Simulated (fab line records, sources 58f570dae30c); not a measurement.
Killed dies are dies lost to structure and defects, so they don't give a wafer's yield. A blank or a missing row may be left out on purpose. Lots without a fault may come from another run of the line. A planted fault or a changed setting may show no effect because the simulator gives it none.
Tool commonality check | flow berkeley_cmos170 | 14 lots, 42 wafers sampled

WHY IT WAS OPENED
At UCB170_SDANNEAL_RS_MEAS_05 the reading NLDD_RS is flagged on 2 of 14 lots. Wafers without a fault read 616.2 ohm/sq, standard deviation 1.8.
Rule: a lot is flagged when every wafer of it that has a number lies more than 4 standard deviations from that mean, or none has a number. The other lots count as sound.

lot  | measured     | on            | NLDD_RS (ohm/sq), wafer by wafer | flag
L966 | day 7 05:53  | film_metro-02 | 620.1 618.0 618.8                |
L965 | day 7 06:05  | film_metro-01 | 612.9 612.8 613.2                |
L967 | day 7 09:10  | film_metro-02 | 614.3 613.2 616.1                |
L969 | day 7 21:53  | film_metro-02 | 616.6 618.8 618.3                |
L970 | day 7 23:05  | film_metro-03 | 617.2 618.3 615.5                |
L974 | day 8 23:23  | film_metro-01 | 616.4 614.5 614.9                |
L976 | day 8 23:40  | film_metro-03 | 618.9 618.5 618.8                |
L972 | day 9 00:07  | film_metro-02 | 616.5 616.6 615.6                |
L978 | day 9 15:26  | film_metro-03 | 617.1 616.1 615.5                |
L977 | day 9 15:36  | film_metro-02 | 616.2 617.1 616.7                |
L980 | day 10 02:22 | film_metro-03 | 616.0 618.2 617.4                |
L982 | day 10 08:50 | film_metro-01 | 582.7 585.2 583.0                | FLAGGED
L985 | day 11 05:02 | film_metro-03 | 618.7 618.3 617.6                |
L987 | day 11 09:19 | film_metro-02 | 583.2 581.3 581.6                | FLAGGED
The numbers of the flagged lots are 582.8 ohm/sq on average: -33.4 ohm/sq against the usual, or -19 standard deviations.

WHICH TOOL RAN EACH LOT
The record holds 1 process step before the reading, out of a route of 331 steps. In each cell: the tool, then ch and the chambers that the sampled wafers went through, then the start.
lot  | flag    | UCB170_NLDD_IMPLANT_09
L966 |         | implanter-01 ch 0, day 6 19:40
L965 |         | implanter-04 ch 0, day 6 21:19
L967 |         | implanter-01 ch 0, day 7 00:05
L969 |         | implanter-04 ch 0, day 7 11:01
L970 |         | implanter-04 ch 0, day 7 12:11
L974 |         | implanter-04 ch 0, day 8 13:25
L976 |         | implanter-01 ch 0, day 8 13:44
L972 |         | implanter-04 ch 0, day 8 14:01
L978 |         | implanter-04 ch 0, day 9 01:37
L977 |         | implanter-03 ch 0, day 9 02:09
L980 |         | implanter-01 ch 0, day 9 14:28
L982 | FLAGGED | implanter-01 ch 0, day 9 22:17
L985 |         | implanter-03 ch 0, day 10 13:55
L987 | FLAGGED | implanter-01 ch 0, day 10 20:13
What these steps do:
- UCB170_NLDD_IMPLANT_09
- UCB170_SDANNEAL_RS_MEAS_05: measures by four-point-probe.

FLAGGED OVER TOTAL, TOOL BY TOOL (the gauges that took the reading come last)
step                       | tool          | lots run | flagged | share of the flagged lots | sound lots run after its first flagged lot
UCB170_NLDD_IMPLANT_09     | implanter-01  | 6        | 2       | all                       | 0
UCB170_NLDD_IMPLANT_09     | implanter-03  | 2        | 0       | none                      | -
UCB170_NLDD_IMPLANT_09     | implanter-04  | 6        | 0       | none                      | -
UCB170_SDANNEAL_RS_MEAS_05 | film_metro-01 | 3        | 1       | some                      | 0
UCB170_SDANNEAL_RS_MEAS_05 | film_metro-02 | 6        | 1       | some                      | 0
UCB170_SDANNEAL_RS_MEAS_05 | film_metro-03 | 5        | 0       | none                      | -

WHAT THE TABLE ALLOWS
1 row of the table ran every flagged lot: implanter-01 at UCB170_NLDD_IMPLANT_09.
- implanter-01 at UCB170_NLDD_IMPLANT_09: 2 of its 6 lots flagged. Its last sound lot is L980 (day 9 14:28), its first flagged lot L982 (day 9 22:17): a fault that began between those two fits. Its own readings lie more than 4 standard deviations out on every wafer of the flagged lots: beam_energy_keV.
One tool is left: implanter-01 at UCB170_NLDD_IMPLANT_09.

WHAT THE SIMULATOR HAD PUT IN
Process parameter drift: implanter-01, from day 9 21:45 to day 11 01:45, at UCB170_NLDD_IMPLANT_09. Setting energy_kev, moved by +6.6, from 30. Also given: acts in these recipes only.
Lots struck among those shown: L982, L987. The rule above found the same.
